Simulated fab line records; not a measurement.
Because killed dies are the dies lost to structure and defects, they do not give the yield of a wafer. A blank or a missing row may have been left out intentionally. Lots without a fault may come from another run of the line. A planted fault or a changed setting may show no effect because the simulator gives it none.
Which of the tools did it? / flow rit cmos / 14 lots, 42 wafers sampled, at 6 steps of a route of 202

## WHAT EACH GAUGE READ, for each wafer
RIT_NSD_OVL_MEAS_06.
lot=L346; measured=day 3 05:52; on=overlay-02; NSD_OVL (nm)=-2.4 -1.1 -2.9
lot=L347; measured=day 3 15:14; on=overlay-02; NSD_OVL (nm)=-2.1 -2.8 -3.6
lot=L348; measured=day 3 14:37; on=overlay-01; NSD_OVL (nm)=-0.1 1.0 -1.0
lot=L349; measured=day 4 02:36; on=overlay-02; NSD_OVL (nm)=-1.5 -1.9 -1.1
lot=L350; measured=day 4 08:50; on=overlay-01; NSD_OVL (nm)=0.9 0.4 -0.6
lot=L351; measured=day 4 11:42; on=overlay-02; NSD_OVL (nm)=-0.2 1.2 0.9
lot=L352; measured=day 4 12:00; on=overlay-02; NSD_OVL (nm)=-1.1 1.4 -0.6
lot=L353; measured=day 5 03:25; on=overlay-01; NSD_OVL (nm)=0.8 1.1 1.3
lot=L354; measured=day 5 06:25; on=overlay-02; NSD_OVL (nm)=0.0 1.1 -2.2
lot=L355; measured=day 5 09:10; on=overlay-01; NSD_OVL (nm)=0.9 0.4 0.0
lot=L357; measured=day 5 20:10; on=overlay-02; NSD_OVL (nm)=0.9 -0.9 -0.4
lot=L364; measured=day 7 09:25; on=overlay-02; NSD_OVL (nm)=0.3 0.4 -0.2
lot=L368; measured=day 8 06:53; on=overlay-01; NSD_OVL (nm)=-0.7 0.6 0.7
lot=L369; measured=day 8 18:41; on=overlay-01; NSD_OVL (nm)=0.2 0.5 0.9

RIT_SDANNEAL_RS_MEAS_04: measures by four-point-probe.
lot=L346; measured=day 3 08:26; on=film metro-01; PSD_RS (ohm/sq)=116.2 116.3 116.3
lot=L347; measured=day 3 17:48; on=film metro-01; PSD_RS (ohm/sq)=116.2 116.4 115.8
lot=L348; measured=day 3 17:04; on=film metro-02; PSD_RS (ohm/sq)=115.6 115.7 116.0
lot=L349; measured=day 4 05:04; on=film metro-01; PSD_RS (ohm/sq)=116.1 116.0 116.1
lot=L350; measured=day 4 11:31; on=film metro-03; PSD_RS (ohm/sq)=115.7 115.8 115.9
lot=L351; measured=day 4 14:13; on=film metro-03; PSD_RS (ohm/sq)=115.4 115.7 115.8
lot=L352; measured=day 4 14:28; on=film metro-02; PSD_RS (ohm/sq)=116.0 115.6 115.8
lot=L353; measured=day 5 06:01; on=film metro-02; PSD_RS (ohm/sq)=115.9 116.1 116.0
lot=L354; measured=day 5 08:50; on=film metro-02; PSD_RS (ohm/sq)=115.6 115.5 115.8
lot=L355; measured=day 5 11:49; on=film metro-03; PSD_RS (ohm/sq)=121.4 121.5 121.1 121.5 121.5 121.2
lot=L357; measured=day 5 22:38; on=film metro-02; PSD_RS (ohm/sq)=121.5 121.6 121.7 121.5 121.7 121.3
lot=L364; measured=day 7 12:11; on=film metro-03; PSD_RS (ohm/sq)=115.4 115.6 115.5
lot=L368; measured=day 8 09:26; on=film metro-01; PSD_RS (ohm/sq)=116.3 115.9 116.1
lot=L369; measured=day 8 21:27; on=film metro-02; PSD_RS (ohm/sq)=115.7 115.9 115.6

RIT_SDANNEAL_RS_MEAS_06: measures by four-point-probe.
lot=L346; measured=day 3 08:40; on=film metro-01; PLDD_RS (ohm/sq)=179.3 179.7 179.1
lot=L347; measured=day 3 18:02; on=film metro-01; PLDD_RS (ohm/sq)=179.0 179.0 178.3
lot=L348; measured=day 3 17:19; on=film metro-02; PLDD_RS (ohm/sq)=178.3 178.6 178.3
lot=L349; measured=day 4 05:19; on=film metro-01; PLDD_RS (ohm/sq)=179.0 179.1 179.1
lot=L350; measured=day 4 11:45; on=film metro-03; PLDD_RS (ohm/sq)=178.4 178.6 178.4
lot=L351; measured=day 4 14:28; on=film metro-03; PLDD_RS (ohm/sq)=178.4 178.3 178.1
lot=L352; measured=day 4 14:43; on=film metro-02; PLDD_RS (ohm/sq)=178.7 178.8 178.8
lot=L353; measured=day 5 06:16; on=film metro-02; PLDD_RS (ohm/sq)=179.4 179.3 179.3
lot=L354; measured=day 5 09:04; on=film metro-02; PLDD_RS (ohm/sq)=178.6 178.1 178.4
lot=L355; measured=day 5 23:36; on=film metro-03; PLDD_RS (ohm/sq)=183.2 183.7 183.1 183.1 183.6 183.1
lot=L357; measured=day 6 05:29; on=film metro-02; PLDD_RS (ohm/sq)=183.8 183.9 183.4 183.6 183.8 183.5
lot=L364; measured=day 7 12:25; on=film metro-03; PLDD_RS (ohm/sq)=178.2 178.0 178.3
lot=L368; measured=day 8 09:41; on=film metro-01; PLDD_RS (ohm/sq)=178.4 178.9 179.0
lot=L369; measured=day 8 21:41; on=film metro-02; PLDD_RS (ohm/sq)=177.9 178.5 178.0

## WHICH TOOL RAN EACH LOT (tool, then ch and the chambers of the sampled wafers, then the start)
lot=L346; RIT_PRETRO_STRIP_09=plasma asher-04 ch 0,1, day 2 11:52; RIT_PSD_STRIP_09=plasma asher-02 ch 0,1, day 3 07:44; RIT_SDANNEAL_RTA_03=rtp anneal-02 ch 0, day 3 08:22
lot=L347; RIT_PRETRO_STRIP_09=plasma asher-04 ch 0,1, day 2 18:34; RIT_PSD_STRIP_09=plasma asher-03 ch 0,1, day 3 17:07; RIT_SDANNEAL_RTA_03=rtp anneal-02 ch 0, day 3 17:44
lot=L348; RIT_PRETRO_STRIP_09=plasma asher-01 ch 0,1, day 2 21:08; RIT_PSD_STRIP_09=plasma asher-04 ch 0,1, day 3 16:25; RIT_SDANNEAL_RTA_03=rtp anneal-01 ch 0, day 3 16:59
lot=L349; RIT_PRETRO_STRIP_09=plasma asher-04 ch 0,1, day 3 00:32; RIT_PSD_STRIP_09=plasma asher-04 ch 0,1, day 4 04:21; RIT_SDANNEAL_RTA_03=rtp anneal-01 ch 0, day 4 05:00
lot=L350; RIT_PRETRO_STRIP_09=plasma asher-01 ch 0,1, day 3 08:46; RIT_PSD_STRIP_09=plasma asher-02 ch 0,1, day 4 10:52; RIT_SDANNEAL_RTA_03=rtp anneal-02 ch 0, day 4 11:26
lot=L351; RIT_PRETRO_STRIP_09=plasma asher-02 ch 0, day 3 13:38; RIT_PSD_STRIP_09=plasma asher-02 ch 0,1, day 4 13:30; RIT_SDANNEAL_RTA_03=rtp anneal-01 ch 0, day 4 14:06
lot=L352; RIT_PRETRO_STRIP_09=plasma asher-01 ch 0,1, day 3 17:31; RIT_PSD_STRIP_09=plasma asher-03 ch 0,1, day 4 13:50; RIT_SDANNEAL_RTA_03=rtp anneal-02 ch 0, day 4 14:23
lot=L353; RIT_PRETRO_STRIP_09=plasma asher-02 ch 0,1, day 4 04:11; RIT_PSD_STRIP_09=plasma asher-03 ch 0,1, day 5 05:18; RIT_SDANNEAL_RTA_03=rtp anneal-01 ch 0, day 5 05:54
lot=L354; RIT_PRETRO_STRIP_09=plasma asher-04 ch 0,1, day 4 08:14; RIT_PSD_STRIP_09=plasma asher-04 ch 0,1, day 5 08:10; RIT_SDANNEAL_RTA_03=rtp anneal-02 ch 0, day 5 08:47
lot=L355; RIT_PRETRO_STRIP_09=plasma asher-04 ch 0,1, day 4 12:01; RIT_PSD_STRIP_09=plasma asher-03 ch 0,1, day 5 11:05; RIT_SDANNEAL_RTA_03=rtp anneal-01 ch 0, day 5 11:42
lot=L357; RIT_PRETRO_STRIP_09=plasma asher-02 ch 0,1, day 4 20:07; RIT_PSD_STRIP_09=plasma asher-02 ch 0,1, day 5 21:57; RIT_SDANNEAL_RTA_03=rtp anneal-01 ch 0, day 5 22:34
lot=L364; RIT_PRETRO_STRIP_09=plasma asher-01 ch 0,1, day 6 07:13; RIT_PSD_STRIP_09=plasma asher-02 ch 0,1, day 7 11:30; RIT_SDANNEAL_RTA_03=rtp anneal-02 ch 0, day 7 12:07
lot=L368; RIT_PRETRO_STRIP_09=plasma asher-04 ch 1, day 7 08:34; RIT_PSD_STRIP_09=plasma asher-04 ch 0,1, day 8 08:46; RIT_SDANNEAL_RTA_03=rtp anneal-02 ch 0, day 8 09:22
lot=L369; RIT_PRETRO_STRIP_09=plasma asher-01 ch 1, day 7 17:17; RIT_PSD_STRIP_09=plasma asher-02 ch 0,1, day 8 20:44; RIT_SDANNEAL_RTA_03=rtp anneal-01 ch 0, day 8 21:23
- RIT_PRETRO_STRIP_09: strips in O2, time 180 s.
- RIT_PSD_STRIP_09: strips in O2, time 180 s.
- RIT_SDANNEAL_RTA_03: time 5 s.

## AS READ BY THE TOOLS THEMSELVES (means over the sampled wafers that have a number; for cases with no such wafer, the mark the record gives instead)
RIT_PRETRO_STRIP_09.
lot=L346; tool=plasma asher-04; drypump motor current A (A)=5.5
lot=L347; tool=plasma asher-04; drypump motor current A (A)=5.4
lot=L348; tool=plasma asher-01; drypump motor current A (A)=6.0
lot=L349; tool=plasma asher-04; drypump motor current A (A)=5.8
lot=L350; tool=plasma asher-01; drypump motor current A (A)=6.0
lot=L351; tool=plasma asher-02; drypump motor current A (A)=6.0
lot=L352; tool=plasma asher-01; drypump motor current A (A)=6.0
lot=L353; tool=plasma asher-02; drypump motor current A (A)=6.1
lot=L354; tool=plasma asher-04; drypump motor current A (A)=5.4
lot=L355; tool=plasma asher-04; drypump motor current A (A)=5.8
lot=L357; tool=plasma asher-02; drypump motor current A (A)=6.1
lot=L364; tool=plasma asher-01; drypump motor current A (A)=5.9
lot=L368; tool=plasma asher-04; drypump motor current A (A)=6.2
lot=L369; tool=plasma asher-01; drypump motor current A (A)=6.4

RIT_PSD_STRIP_09.
lot=L346; tool=plasma asher-02; drypump motor current A (A)=6.1
lot=L347; tool=plasma asher-03; drypump motor current A (A)=5.6
lot=L348; tool=plasma asher-04; drypump motor current A (A)=5.4
lot=L349; tool=plasma asher-04; drypump motor current A (A)=5.8
lot=L350; tool=plasma asher-02; drypump motor current A (A)=6.1
lot=L351; tool=plasma asher-02; drypump motor current A (A)=6.1
lot=L352; tool=plasma asher-03; drypump motor current A (A)=5.6
lot=L353; tool=plasma asher-03; drypump motor current A (A)=5.9
lot=L354; tool=plasma asher-04; drypump motor current A (A)=5.8
lot=L355; tool=plasma asher-03; drypump motor current A (A)=5.7
lot=L357; tool=plasma asher-02; drypump motor current A (A)=6.1
lot=L364; tool=plasma asher-02; drypump motor current A (A)=6.2
lot=L368; tool=plasma asher-04; drypump motor current A (A)=5.5
lot=L369; tool=plasma asher-02; drypump motor current A (A)=6.1

RIT_SDANNEAL_RTA_03.
lot=L346; tool=rtp anneal-02; chamber o2 ppm=1.981; ramp up c per s=341.95; wafer_temp_C_max=1055.8
lot=L347; tool=rtp anneal-02; chamber o2 ppm=1.980; ramp up c per s=342.06; wafer_temp_C_max=1052.9
lot=L348; tool=rtp anneal-01; chamber o2 ppm=2.002; ramp up c per s=342.02; wafer_temp_C_max=1052.9
lot=L349; tool=rtp anneal-01; chamber o2 ppm=1.997; ramp up c per s=341.98; wafer_temp_C_max=1053.4
lot=L350; tool=rtp anneal-02; chamber o2 ppm=1.977; ramp up c per s=341.94; wafer_temp_C_max=1052.7
lot=L351; tool=rtp anneal-01; chamber o2 ppm=1.993; ramp up c per s=341.90; wafer_temp_C_max=1054.7
lot=L352; tool=rtp anneal-02; chamber o2 ppm=1.991; ramp up c per s=341.96; wafer_temp_C_max=1052.4
lot=L353; tool=rtp anneal-01; chamber o2 ppm=1.983; ramp up c per s=342.07; wafer_temp_C_max=1053.5
lot=L354; tool=rtp anneal-02; chamber o2 ppm=2.003; ramp up c per s=341.99; wafer_temp_C_max=1053.5
lot=L355; tool=rtp anneal-01; chamber o2 ppm=1.997; ramp up c per s=342.02; wafer_temp_C_max=1044.7
lot=L357; tool=rtp anneal-01; chamber o2 ppm=2.003; ramp up c per s=342.01; wafer_temp_C_max=1045.8
lot=L364; tool=rtp anneal-02; chamber o2 ppm=2.004; ramp up c per s=342.06; wafer_temp_C_max=1053.0
lot=L368; tool=rtp anneal-02; chamber o2 ppm=1.990; ramp up c per s=341.96; wafer_temp_C_max=1053.9
lot=L369; tool=rtp anneal-01; chamber o2 ppm=1.992; ramp up c per s=342.04; wafer_temp_C_max=1053.7

## THE ANSWER, worked out from the rows above alone
Rule: the usual values come from the lots themselves. Put in order of their means at a reading, lots are off if they are a third of the lots or fewer, leave a main group of 4 or more, and stand apart from it by a gap of 3 or more times the standard deviation of the main group's means; of several such gaps the widest counts. A main group whose means are all the same, to the digits that the tables above print for the reading, isn't used. Also off: a lot with no number at a reading for which 4 or more lots have one. Where the step has rows for the other lots, those lots are counted as sound. First the gauges in route order, then the tools' own readings, where a lot's mean is used as printed above. At the first step where some lot is off, the reading lying furthest off is the one used; lots without a number count as furthest.
Off: L355, L357, seen at RIT_SDANNEAL_RS_MEAS_04 (PSD_RS). The main group has a mean of 115.9 ohm/sq with a standard deviation of 0.23.
If a tool, at a process step before that reading, ran all the lots that are off and no sound lot after the first of them, it fits. Not tried: the gauges at RIT_SDANNEAL_RS_MEAS_04; whatever is off there is also off at RIT_SDANNEAL_RTA_03, on other tools, and gauge error can't account for it. No candidate that was tried fits.

## WHAT THE SIMULATOR PUT IN
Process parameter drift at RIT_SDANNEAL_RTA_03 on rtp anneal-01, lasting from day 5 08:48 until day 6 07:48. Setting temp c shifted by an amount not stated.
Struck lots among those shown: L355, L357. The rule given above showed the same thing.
